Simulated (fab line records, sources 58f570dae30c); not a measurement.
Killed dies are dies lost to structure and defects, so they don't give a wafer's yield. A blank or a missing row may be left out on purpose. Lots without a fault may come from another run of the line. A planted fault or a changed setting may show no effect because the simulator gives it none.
fab line records | flow berkeley_cmos170
record lots=5 wafers=23
route steps=331 shown NSD@195 SDANNEAL@204 PSD@206 CONTACT@217 V2@299 M3@310
start_h: hours from the record's first day to the start of the lot's first wafer shown | wait_h: hours since the lot's step before | " the same as in the row above | L1.1+2: a row that stands for several wafers | - no value, or no start given | * or withheld: withheld | < > ~ a bound
route shown NAME@n: a module of which the file shows steps, and the number in the route of the first | usual: mean/standard deviation of fault-free wafers | same: alike in all rows | chamber/n: place in a boat | sites: the reading at each site | _std_site: their standard deviation | _edge_site: outer sites' mean less inner sites' | radius_mm: how far each site lies from the wafer's centre | mask NAME#n: copy n | behind: the tool/chamber that last shaped the wafer | hold: why the lot was held/for how many hours/how that ended | device: the transistor (n, p or np) that didn't switch | end of line: the same wafers' tests at the end of the route | a step without rows: its recipe alone | killed: dies lost to structure and defects at the first sort, not the wafer's yield | map: a wafer's dies, x killed, . not, _ none there
set.NAME: the setting as run; set.NAME@STEP: as run at that earlier step | model.NAME: the simulator's own value behind a step, which no gauge read
lots whose settings were changed on purpose; a table a step, a row a wafer
## steps
# step UCB170_NSD_IMPLANT_08
# recipe species=P dose_cm2=3e+15 energy_kev=40 tilt_deg=7
# columns lot.wafer tool chamber start_h wait_h set.dose_cm2
L075.1+2+4 implanter-04 0 145.09 0.0 3e+15
L074.1+2 implanter-03 0 145.37 0.0 3e+15
L074.3+4+6 " 0 " " 2.778e+15
L076.1+2+5 implanter-04 0 145.82 0.0 3e+15
L076.3+4 " 0 " " 2.817e+15
L077.1+4 implanter-04 0 156.54 0.0 2.923e+15
L077.3+5+6 " 0 " " 3e+15
L079.1+2 implanter-03 0 178.20 0.0 3.095e+15
L079.4+5+6 " 0 " " 3e+15
# step UCB170_NSD_STRIP_09
# recipe chemistry=O2 power_w=400 pressure_mtorr=3500 platen_temp_c=withheld o2_flow_sccm=400 overash_fraction=0.5
# usual strip_time_to_endpoint_s=36.00/0.078
# columns lot.wafer tool chamber start_h wait_h set.dose_cm2@NSD_IMPLANT_08 strip_time_to_endpoint_s
L075.1 plasma_asher-01 0 145.24 0.1 3e+15 36.07
L075.2 " 1 " " 3e+15 36.02
L075.4 " 0 " " 3e+15 36.07
L074.1 plasma_asher-02 1 145.52 0.1 3e+15 36.08
L074.2 " 0 " " 3e+15 36.12
L074.3 " 0 " " 2.778e+15 35.35
L074.4 " 1 " " 2.778e+15 35.40
L074.6 " 0 " " 2.778e+15 35.37
L076.1 plasma_asher-02 1 145.97 0.1 3e+15 35.97
L076.2 " 0 " " 3e+15 35.90
L076.3 " 0 " " 2.817e+15 35.33
L076.4 " 1 " " 2.817e+15 35.38
L076.5 " 1 " " 3e+15 35.97
L077.1 plasma_asher-01 1 156.69 0.1 2.923e+15 35.85
L077.3 " 0 " " 3e+15 36.04
L077.4 " 1 " " 2.923e+15 35.82
L077.5 " 0 " " 3e+15 36.08
L077.6 " 1 " " 3e+15 36.05
L079.1 plasma_asher-02 0 178.35 0.1 3.095e+15 36.22
L079.2 " 1 " " 3.095e+15 36.17
L079.4 " 1 " " 3e+15 35.96
L079.5 " 0 " " 3e+15 35.90
L079.6 " 1 " " 3e+15 35.83
# step UCB170_NSD_CLEAN_11
# recipe chemistry=SPM temp_c=120 time_s=600
# step UCB170_SDANNEAL_RTA_00
# recipe temp_c=900 time_s=10 ambient=N2
# step UCB170_SDANNEAL_RTA_01
# recipe temp_c=1050 time_s=5 ambient=N2
# step UCB170_SDANNEAL_RS_MEAS_02
# recipe thk_meas_gauge=four-point-probe
# usual PSD_RS=75.5/0.36
# columns lot.wafer tool chamber start_h wait_h set.dose_cm2@PSD_IMPLANT_08 PSD_RS[ohm/sq]
L075.1 film_metro-04 - 146.79 0.0 3e+15 75.5
L075.2 " - " " 3e+15 75.4
L075.4 " - " " 3e+15 75.5
L074.1 film_metro-01 - 147.07 0.0 3e+15 74.9
L074.2 " - " " 3e+15 74.9
L074.3 " - " " 3e+15 74.8
L074.4 " - " " 3e+15 75.1
L074.6 " - " " 3e+15 74.8
L076.1 film_metro-03 - 147.53 0.1 3.059e+15 74.3
L076.2 " - " " 3e+15 75.9
L076.3 " - " " 3e+15 75.3
L076.4 " - " " 3.059e+15 74.5
L076.5 " - " " 3.059e+15 74.7
L077.1 film_metro-01 - 157.88 0.0 3e+15 75.3
L077.3 " - " " 3e+15 75.2
L077.4 " - " " 3e+15 75.0
L077.5 " - " " 3.123e+15 72.8
L077.6 " - " " 3.123e+15 72.7
L079.1 film_metro-01 - 179.55 0.0 3e+15 75.7
L079.2 " - " " 3.163e+15 72.6
L079.4 " - " " 3e+15 75.2
L079.5 " - " " 3.163e+15 72.6
L079.6 " - " " 3e+15 75.7
# step UCB170_SDANNEAL_RS_MEAS_03
# recipe thk_meas_gauge=four-point-probe
# usual NSD_RS=37.27/0.095
# columns lot.wafer tool chamber start_h wait_h set.dose_cm2@NSD_IMPLANT_08 NSD_RS[ohm/sq]
L075.1 film_metro-04 - 146.91 0.1 3e+15 37.26
L075.2 " - " " 3e+15 37.34
L075.4 " - " " 3e+15 37.25
L074.1 film_metro-01 - 147.19 0.1 3e+15 37.13
L074.2 " - " " 3e+15 37.07
L074.3 " - " " 2.778e+15 38.53
L074.4 " - " " 2.778e+15 38.48
L074.6 " - " " 2.778e+15 38.45
L076.1 film_metro-03 - 147.65 0.1 3e+15 37.22
L076.2 " - " " 3e+15 37.35
L076.3 " - " " 2.817e+15 38.54
L076.4 " - " " 2.817e+15 38.57
L076.5 " - " " 3e+15 37.46
L077.1 film_metro-01 - 158.00 0.1 2.923e+15 37.68
L077.3 " - " " 3e+15 37.24
L077.4 " - " " 2.923e+15 37.71
L077.5 " - " " 3e+15 37.12
L077.6 " - " " 3e+15 37.24
L079.1 film_metro-01 - 179.67 0.1 3.095e+15 36.76
L079.2 " - " " 3.095e+15 36.75
L079.4 " - " " 3e+15 37.20
L079.5 " - " " 3e+15 37.32
L079.6 " - " " 3e+15 37.40
# step UCB170_CONTACT_CVD_01
# recipe material=PSG target_thk_nm=700 temp_c=450 precursor=SiH4/O2/PH3 time_s=2820 pressure_mtorr=300 sih4_flow_sccm=60 o2_flow_sccm=90 ph3_flow_sccm=25
# columns lot.wafer tool chamber start_h wait_h set.time_s model.PSG_of_CONTACT_CVD_01.thk_nm
L074.1 - - - 0.0 3151 783.5
L074.2 " - " " 3151 790
L074.3 " - " " 3151 791.9
L074.4 " - " " 3151 781.4
L074.6 " - " " 3151 787.2
L075.1 lpcvd-02 1 148.32 0.0 2820 700.3
L075.2 " 1 " " 2820 694.8
L075.4 " 1 " " 2820 700.5
L076.1 - - - 0.4 3029 757.4
L076.2 " - " " 3029 755.2
L076.3 " - " " 3029 757.3
L076.4 " - " " 3029 756.5
L076.5 " - " " 3029 751.3
L077.1 - - - 0.0 3023 750.5
L077.3 " - " " 3023 752.8
L077.4 " - " " 3023 751.3
L077.5 " - " " 3023 749.9
L077.6 " - " " 3023 747.2
L079.1 - - - 0.6 3068 767.8
L079.2 " - " " 3068 772
L079.4 " - " " 3068 768.2
L079.5 " - " " 3068 767.4
L079.6 " - " " 3068 769.4
# step UCB170_CONTACT_THK_MEAS_02
# recipe reads=PSG_of_CONTACT_CVD_01
# usual CONTACT_PSG_THK=704/5.6
# columns lot.wafer tool chamber start_h wait_h set.time_s@CONTACT_CVD_01 CONTACT_PSG_THK[nm]
L074.1 film_metro-03 - - - 3151 784
L074.2 " - " " 3151 791
L074.3 " - " " 3151 792
L074.4 " - " " 3151 782
L074.6 " - " " 3151 787
L075.1 film_metro-02 - 150.10 0.0 2820 700
L075.2 " - " " 2820 694
L075.4 " - " " 2820 701
L076.1 film_metro-03 - - - 3029 758
L076.2 " - " " 3029 755
L076.3 " - " " 3029 757
L076.4 " - " " 3029 757
L076.5 " - " " 3029 751
L077.1 film_metro-01 - - - 3023 750
L077.3 " - " " 3023 752
L077.4 " - " " 3023 751
L077.5 " - " " 3023 750
L077.6 " - " " 3023 747
L079.1 film_metro-01 - - - 3068 767
L079.2 " - " " 3068 772
L079.4 " - " " 3068 769
L079.5 " - " " 3068 767
L079.6 " - " " 3068 770
# step UCB170_CONTACT_COAT_10
# recipe resist=KrF spin_rpm=1500 resist_thk_nm=900
# columns lot.wafer tool chamber start_h wait_h set.resist_thk_nm model.KrF_of_CONTACT_COAT_10.thk_nm
L074.1+2 litho_track-03 0 - - 863.7 864.3
L074.3 " 0 " " 900 899.7
L074.4 " 0 " " 863.7 864.4
L074.6 " 0 " " 900 897.5
L075.1 litho_track-02 0 - - 900 900.3
L075.2 " 0 " " 900 901.7
L075.4 " 0 " " 900 898.6
L076.1 litho_track-01 0 - - 848.7 847.2
L076.2 " 0 " " 900 896.7
L076.3 " 0 " " 900 896.2
L076.4 " 0 " " 848.7 847.4
L076.5 " 0 " " 900 896.5
L077.1 litho_track-02 0 - - 900 904.2
L077.3 " 0 " " 922.2 925.4
L077.4 " 0 " " 900 900.7
L077.5 " 0 " " 922.2 925
L077.6 " 0 " " 900 902.1
L079.1 litho_track-02 0 - - 942.9 944.1
L079.2 " 0 " " 900 901.9
L079.4 " 0 " " 942.9 940.1
L079.5 " 0 " " 900 899.5
L079.6 " 0 " " 900 900.9
# step UCB170_CONTACT_SOFTBAKE_11
# recipe resist=KrF temp_c=130 time_s=60
# step UCB170_CONTACT_EXPOSE_12
# recipe mask_id=CONT target_cd_nm=700 na=0.5 sigma_outer=0.6 source_shape=conventional dose_mj=35
# step UCB170_CONTACT_ETCH_17
# recipe chemistry=N2/H2 target_depth_a=withheld overetch_a=withheld target=BARC time_s=withheld source_w=500 bias_w=100 pressure_mtorr=30 n2_flow_sccm=100 h2_flow_sccm=200
# step UCB170_CONTACT_ETCH_18
# recipe chemistry=CHF3/CF4/Ar target=PSG stop_on=TiSi2 CHF3_flow_sccm=45 cf4_flow_sccm=15 Ar_flow_sccm=150 pressure_mtorr=200 rf_w=700 target_depth_a=8400 over_etch_frac=0.2 time_s=195
# columns lot.wafer tool chamber start_h wait_h set.time_s@CONTACT_CVD_01 set.resist_thk_nm@CONTACT_COAT_10 model.etch.depth_nm model.CONTACT.feature_depth_nm model.KrF_of_CONTACT_COAT_10.thk_nm
L074.1 rie_diel-04 0 - - 3151 863.7 783.5 783.5 659
L074.2 " 2 " " 3151 863.7 790 790 655.4
L074.3 " 1 " " 3151 900 791.9 791.9 681.7
L074.4 " 3 " " 3151 863.7 781.4 781.4 658.3
L074.6 " 0 " " 3151 900 787.2 787.2 694
L075.1 rie_diel-01 1 - - 2820 900 700.3 700.3 683.1
L075.2 " 3 " " 2820 900 694.8 694.8 683.2
L075.4 " 2 " " 2820 900 700.5 700.5 686.1
L076.1 rie_diel-04 3 - - 3029 848.7 757.4 757.4 641.9
L076.2 " 0 " " 3029 900 755.2 755.2 691.5
L076.3 " 2 " " 3029 900 757.3 757.3 686.5
L076.4 " 1 " " 3029 848.7 756.5 756.5 627.6
L076.5 " 1 " " 3029 900 751.3 751.3 678.2
L077.1 rie_diel-04 2 - - 3023 900 - 750.5 696.4
L077.3 " 1 " " 3023 922.2 752.8 752.8 710.5
L077.4 " 3 " " 3023 900 - 751.3 695.8
L077.5 " 0 " " 3023 922.2 749.9 749.9 721
L077.6 " 1 " " 3023 900 - 747.2 684.8
L079.1 rie_diel-01 1 - - 3068 942.9 767.8 767.8 727.1
L079.2 " 3 " " 3068 900 772 772 687.9
L079.4 " 2 " " 3068 942.9 768.2 768.2 731.6
L079.5 " 1 " " 3068 900 767.4 767.4 684
L079.6 " 0 " " 3068 900 769.4 769.4 695
# step UCB170_V2_COAT_07
# recipe resist=KrF spin_rpm=1500 resist_thk_nm=900
# columns lot.wafer tool chamber start_h wait_h set.spin_rpm model.KrF_of_V2_COAT_07.thk_nm
L074.1 litho_track-01 0 165.94 0.1 1410 926.7
L074.2 " 0 " " 1410 926.8
L074.3 " 0 " " 1500 898.1
L074.4 " 0 " " 1500 898.4
L074.6 " 0 " " 1500 898.8
L076.1 litho_track-02 0 166.21 0.1 1612 870.8
L076.2+4 " 0 " " 1500 904.6
L076.3 " 0 " " 1612 871.2
L076.5 " 0 " " 1500 902.7
L075.1 litho_track-01 0 166.42 0.1 1500 898.5
L075.2 " 0 " " 1500 901
L075.4 " 0 " " 1500 900.1
L077.1 litho_track-01 0 178.67 0.1 1500 899.1
L077.3 " 0 " " 1500 902.4
L077.4 " 0 " " 1587 877
L077.5 " 0 " " 1587 879.6
L077.6 " 0 " " 1500 904.8
L079.1 litho_track-02 0 198.51 0.1 1500 894.7
L079.2 " 0 " " 1551 883
L079.4 " 0 " " 1551 884.4
L079.5 " 0 " " 1500 896.7
L079.6 " 0 " " 1551 882.2
# step UCB170_V2_SOFTBAKE_08
# recipe resist=KrF temp_c=130 time_s=60
# step UCB170_V2_EXPOSE_09
# recipe mask_id=VIA2 target_cd_nm=700 na=0.5 sigma_outer=0.6 source_shape=conventional dose_mj=37
# step UCB170_V2_ETCH_14
# recipe chemistry=CHF3/CF4/Ar target=SiO2 stop_on=Al CHF3_flow_sccm=45 cf4_flow_sccm=15 Ar_flow_sccm=150 pressure_mtorr=200 rf_w=700 target_depth_a=12500 over_etch_frac=0.25 time_s=291
# columns lot.wafer tool chamber start_h wait_h set.spin_rpm@V2_COAT_07 model.KrF_of_V2_COAT_07.thk_nm
L074.1 rie_diel-01 3 166.91 0.0 1410 626.6
L074.2 " 0 " " 1410 642
L074.3 " 1 " " 1500 598.6
L074.4 " 2 " " 1500 609
L074.6 " 3 " " 1500 596.5
L076.1 rie_diel-02 2 167.39 0.0 1612 573.9
L076.2 " 3 " " 1500 618.9
L076.3 " 0 " " 1612 572.5
L076.4 " 1 " " 1500 599
L076.5 " 2 " " 1500 605.8
L075.1 rie_diel-01 1 167.60 0.0 1500 600.3
L075.2 " 3 " " 1500 598.8
L075.4 " 2 " " 1500 606.7
L077.1 rie_diel-02 2 180.10 0.0 1500 606.1
L077.3 " 1 " " 1500 599.3
L077.4 " 3 " " 1587 592.8
L077.5 " 0 " " 1587 588
L077.6 " 3 " " 1500 619.6
L079.1 rie_diel-02 2 199.36 0.0 1500 601.8
L079.2 " 3 " " 1551 597
L079.4 " 0 " " 1551 588.5
L079.5 " 1 " " 1500 592.9
L079.6 " 0 " " 1551 588.4
# step UCB170_V2_STRIP_15
# recipe chemistry=O2 power_w=400 pressure_mtorr=3500 platen_temp_c=withheld o2_flow_sccm=400 overash_fraction=0.5
# usual strip_time_to_endpoint_s=15.25/0.19
# columns lot.wafer tool chamber start_h wait_h set.spin_rpm@V2_COAT_07 strip_time_to_endpoint_s
L074.1 plasma_asher-03 1 167.09 0.1 1410 15.71
L074.2 " 0 " " 1410 16.00
L074.3 " 1 " " 1500 15.05
L074.4 " 0 " " 1500 15.28
L074.6 " 1 " " 1500 14.99
L076.1 plasma_asher-01 0 167.57 0.1 1612 14.46
L076.2 " 1 " " 1500 15.52
L076.3 " 1 " " 1612 14.43
L076.4 " 0 " " 1500 15.05
L076.5 " 0 " " 1500 15.22
L075.1 plasma_asher-02 1 167.78 0.1 1500 15.07
L075.2 " 0 " " 1500 15.02
L075.4 " 0 " " 1500 15.24
L077.1 plasma_asher-01 0 180.28 0.1 1500 15.22
L077.3 " 1 " " 1500 15.04
L077.4 " 0 " " 1587 14.89
L077.5 " 0 " " 1587 14.79
L077.6 " 1 " " 1500 15.53
L079.1 plasma_asher-02 1 199.54 0.1 1500 15.13
L079.2 " 0 " " 1551 15.01
L079.4 " 1 " " 1551 14.79
L079.5 " 0 " " 1500 14.92
L079.6 " 1 " " 1551 14.81
# step UCB170_M3_SPUTTER_01
# recipe material=Al target_thk_nm=900 time_s=120 power_w=6000 chamber_pressure_pa=0.5
# columns lot.wafer tool chamber start_h wait_h set.time_s model.Al_of_M3_SPUTTER_01.thk_nm
L074.1 pvd_sputter-01 - 167.37 0.0 120 880.8
L074.2 " - " " 124.5 929.1
L074.3 " - " " 120 879.9
L074.4 " - " " 120 900.5
L074.6 " - " " 124.5 931.7
L076.1 pvd_sputter-03 - 167.86 0.0 115.2 871.9
L076.2 " - " " 115.2 860.9
L076.3 " - " " 120 898.6
L076.4 " - " " 120 889.7
L076.5 " - " " 120 903.6
L075.1 pvd_sputter-04 - 168.07 0.0 120 911.6
L075.2 " - " " 120 898.4
L075.4 " - " " 120 892.1
L077.1 pvd_sputter-01 - 180.56 0.0 126.7 949.9
L077.3+5 " - " " 120 902.5
L077.4 " - " " 126.7 952.5
L077.6 " - " " 126.7 947.5
L079.1 pvd_sputter-03 - 199.82 0.0 120 902.3
L079.2 " - " " 120 905
L079.4 " - " " 120 915.4
L079.5 " - " " 120 912.2
L079.6 " - " " 120 907.8
# step UCB170_M3_RS_MEAS_02
# recipe thk_meas_gauge=four-point-probe reads=Al_of_M3_SPUTTER_01
# usual M3_AL_RS=0.0322/0.00033
# columns lot.wafer tool chamber start_h wait_h set.time_s@M3_SPUTTER_01 M3_AL_RS[ohm/sq]
L074.1 film_metro-03 - 167.46 0.0 120 0.0329
L074.2 " - " " 124.5 0.0312
L074.3 " - " " 120 0.0330
L074.4 " - " " 120 0.0321
L074.6 " - " " 124.5 0.0311
L076.1 film_metro-03 - 167.94 0.0 115.2 0.0332
L076.2 " - " " 115.2 0.0337
L076.3 " - " " 120 0.0322
L076.4 " - " " 120 0.0325
L076.5 " - " " 120 0.0321
L075.1 film_metro-04 - 168.15 0.0 120 0.0317
L075.2 " - " " 120 0.0322
L075.4 " - " " 120 0.0325
L077.1 film_metro-01 - 180.65 0.0 126.7 0.0305
L077.3 " - " " 120 0.0321
L077.4 " - " " 126.7 0.0304
L077.5 " - " " 120 0.0321
L077.6 " - " " 126.7 0.0305
L079.1 film_metro-03 - 199.91 0.0 120 0.0321
L079.2 " - " " 120 0.0321
L079.4 " - " " 120 0.0316
L079.5 " - " " 120 0.0318
L079.6 " - " " 120 0.0319
# step UCB170_M3_THK_MEAS_03
# recipe thk_meas_gauge=xrf reads=Al_of_M3_SPUTTER_01
# usual M3_AL_THK=890/9.1
# columns lot.wafer tool chamber start_h wait_h set.time_s@M3_SPUTTER_01 M3_AL_THK[nm]
L074.1 film_metro-03 - 167.58 0.1 120 869
L074.2 " - " " 124.5 920
L074.3 " - " " 120 865
L074.4 " - " " 120 893
L074.6 " - " " 124.5 917
L076.1 film_metro-03 - 168.06 0.1 115.2 864
L076.2 " - " " 115.2 854
L076.3 " - " " 120 890
L076.4 " - " " 120 879
L076.5 " - " " 120 892
L075.1 film_metro-04 - 168.27 0.1 120 902
L075.2 " - " " 120 892
L075.4 " - " " 120 888
L077.1 film_metro-01 - 180.77 0.1 126.7 944
L077.3 " - " " 120 901
L077.4 " - " " 126.7 950
L077.5 " - " " 120 904
L077.6 " - " " 126.7 946
L079.1 film_metro-03 - 200.03 0.1 120 886
L079.2 " - " " 120 893
L079.4 " - " " 120 898
L079.5 " - " " 120 896
L079.6 " - " " 120 890
## key
split step=UCB170_NSD_IMPLANT_08 setting=dose_cm2 stated=3e+15 by=wafer
response step=UCB170_NSD_STRIP_09 reading=strip_time_to_endpoint_s change=* per=1% r=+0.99
response step=UCB170_SDANNEAL_RS_MEAS_03 reading=NSD_RS change=-0.19 per=1% r=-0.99
split step=UCB170_CONTACT_CVD_01 setting=time_s stated=2820 by=lot
response step=UCB170_CONTACT_CVD_01 reading=model.PSG_of_CONTACT_CVD_01.thk_nm change=+7.63 per=1% r=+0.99
response step=UCB170_CONTACT_THK_MEAS_02 reading=CONTACT_PSG_THK change=+7.65 per=1% r=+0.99
response step=UCB170_CONTACT_ETCH_18 reading=model.etch.depth_nm change=+7.61 per=1% r=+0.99
response step=UCB170_CONTACT_ETCH_18 reading=model.CONTACT.feature_depth_nm change=+7.63 per=1% r=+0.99
split step=UCB170_CONTACT_COAT_10 setting=resist_thk_nm stated=900 by=wafer
response step=UCB170_CONTACT_COAT_10 reading=model.KrF_of_CONTACT_COAT_10.thk_nm change=+8.67 per=1% r=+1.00
response step=UCB170_CONTACT_ETCH_18 reading=model.KrF_of_CONTACT_COAT_10.thk_nm change=+8.52 per=1% r=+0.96
split step=UCB170_V2_COAT_07 setting=spin_rpm stated=1500 by=wafer
response step=UCB170_V2_COAT_07 reading=model.KrF_of_V2_COAT_07.thk_nm change=-4.36 per=1% r=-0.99
response step=UCB170_V2_ETCH_14 reading=model.KrF_of_V2_COAT_07.thk_nm change=-4.24 per=1% r=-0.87
response step=UCB170_V2_STRIP_15 reading=strip_time_to_endpoint_s change=* per=1% r=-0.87
split step=UCB170_M3_SPUTTER_01 setting=time_s stated=120 by=wafer
response step=UCB170_M3_SPUTTER_01 reading=model.Al_of_M3_SPUTTER_01.thk_nm change=+9 per=1% r=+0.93
response step=UCB170_M3_RS_MEAS_02 reading=M3_AL_RS change=-0.000322 per=1% r=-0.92
response step=UCB170_M3_THK_MEAS_03 reading=M3_AL_THK change=+8.52 per=1% r=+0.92
split outside_this_file step=UCB170_PSD_IMPLANT_08 setting=dose_cm2
# split outside_this_file: this setting was split too, and the file shows its column; the key of that split is in another file
